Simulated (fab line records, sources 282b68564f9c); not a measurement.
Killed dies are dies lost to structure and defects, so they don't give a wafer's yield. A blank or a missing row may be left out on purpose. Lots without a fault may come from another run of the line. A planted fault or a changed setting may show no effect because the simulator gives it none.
Split-lot experiment | flow rit_cmos | 5 lots, 23 wafers read, on a route of 202 steps

THE SPLIT
At RIT_SILICIDE_SPUTTER_01 (material Ti, target thk 30 nm, time 240 s), the setting time_s was moved away from the recipe's 240 s on 6 of the 23 wafers read, by -12.7% to +13.3%. The other wafers ran this setting at the recipe's value.

FROM THE SPLIT TO THE READING: what the file shows between them, 1 step
- RIT_SILICIDE_RS_MEAS_02: measures by four-point-probe

THE READING
SILICIDE_TI_THK, in nm, at RIT_SILICIDE_THK_MEAS_03 (measures by xrf). Fault-free wafers of this fab line usually give 30.2 nm, standard deviation 0.45 nm.

wafer  | tool, chamber at the split | time_s as run, s | against the recipe | SILICIDE_TI_THK, nm | against lot-mates on the recipe
L077.1 | pvd_sputter-01, -          | 271.8            | +13.3%             | 33.7                | +3.7
L077.3 | pvd_sputter-01, -          | 240              | recipe             | 29.8                | -
L077.4 | pvd_sputter-01, -          | 240              | recipe             | 30.2                | -
L077.5 | pvd_sputter-01, -          | 271.8            | +13.3%             | 33.7                | +3.7
L077.6 | pvd_sputter-01, -          | 240              | recipe             | 30.1                | -
L076.1 | pvd_sputter-02, -          | 267.4            | +11.4%             | 34.3                | +3.5
L076.2 | pvd_sputter-02, -          | 240              | recipe             | 31.0                | -
L076.3 | pvd_sputter-02, -          | 240              | recipe             | 30.6                | -
L076.4 | pvd_sputter-02, -          | 240              | recipe             | 30.7                | -
L076.5 | pvd_sputter-02, -          | 267.4            | +11.4%             | 33.8                | +3.0
L078.1 | pvd_sputter-04, -          | 209.6            | -12.7%             | 26.2                | -3.9
L078.2 | pvd_sputter-04, -          | 240              | recipe             | 29.9                | -
L078.3 | pvd_sputter-04, -          | 240              | recipe             | 30.2                | -
L078.4 | pvd_sputter-04, -          | 240              | recipe             | 30.2                | -
L078.5 | pvd_sputter-04, -          | 209.6            | -12.7%             | 25.9                | -4.2
L079.1 | pvd_sputter-01, -          | 240              | recipe             | 29.5                | -
L079.5 | pvd_sputter-01, -          | 240              | recipe             | 29.7                | -
L079.6 | pvd_sputter-01, -          | 240              | recipe             | 29.2                | -
L082.1 | pvd_sputter-04, -          | 240              | recipe             | 30.5                | -
L082.2 | pvd_sputter-04, -          | 240              | recipe             | 30.1                | -
L082.3 | pvd_sputter-04, -          | 240              | recipe             | 30.3                | -
L082.4 | pvd_sputter-04, -          | 240              | recipe             | 30.4                | -
L082.6 | pvd_sputter-04, -          | 240              | recipe             | 30.4                | -

THE FIT
A straight line over all 23 wafers: SILICIDE_TI_THK changes by +0.308 nm for each +1% of time_s; r = +0.98; the points scatter about the line by 0.45 nm.
The same after taking each lot's own level away (the mean of its wafers on the recipe; 23 wafers): +0.296 nm for each +1%; r = +0.99; scatter 0.2 nm.
On that fit, the largest move of time_s shifts the reading by 3.9 nm.
The lots' own levels span 29.47 to 30.77 nm, that is 2.9 times the standard deviation above.
So the lot-to-lot level changes the slope little: the two slopes agree.
Check: with one of the wafers moved furthest among these (+13.3%) left out of the fit, the line predicts +3.92 nm for it against its lot-mates. It came out at +3.67 nm against them.

OTHER SPLITS ON THESE WAFERS
These wafers also went through other splits before the reading. Each is held against what the fit with the lots' levels taken away leaves over:
other split on the same wafers | wafers away from the commonest value | r with SILICIDE_TI_THK (lot level and that fit taken away)
RIT_SDANNEAL_CLEAN_00 temp_c   | 15                                   | +0.10

THE WHOLE CHAIN: every reading that the file lists as answering this split, in the file's order
step                     | what it does                              | reading                                                                           | change (the file's fit)               | r (the file's)
RIT_SILICIDE_SPUTTER_01  | material Ti, target thk 30 nm, time 240 s | Ti_of_SILICIDE_SPUTTER_01.thk_nm (the simulator's own value, which no gauge read) | +0.292 nm for each +1% of the setting | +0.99
RIT_SILICIDE_RS_MEAS_02  | measures by four-point-probe              | SILICIDE_TI_RS                                                                    | -0.576 for each +1% of the setting    | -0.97
RIT_SILICIDE_THK_MEAS_03 | measures by xrf                           | SILICIDE_TI_THK                                                                   | +0.295 for each +1% of the setting    | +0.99

THE FILE'S OWN FIT
SILICIDE_TI_THK changes by +0.295 nm for each +1% of time_s, r = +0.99.
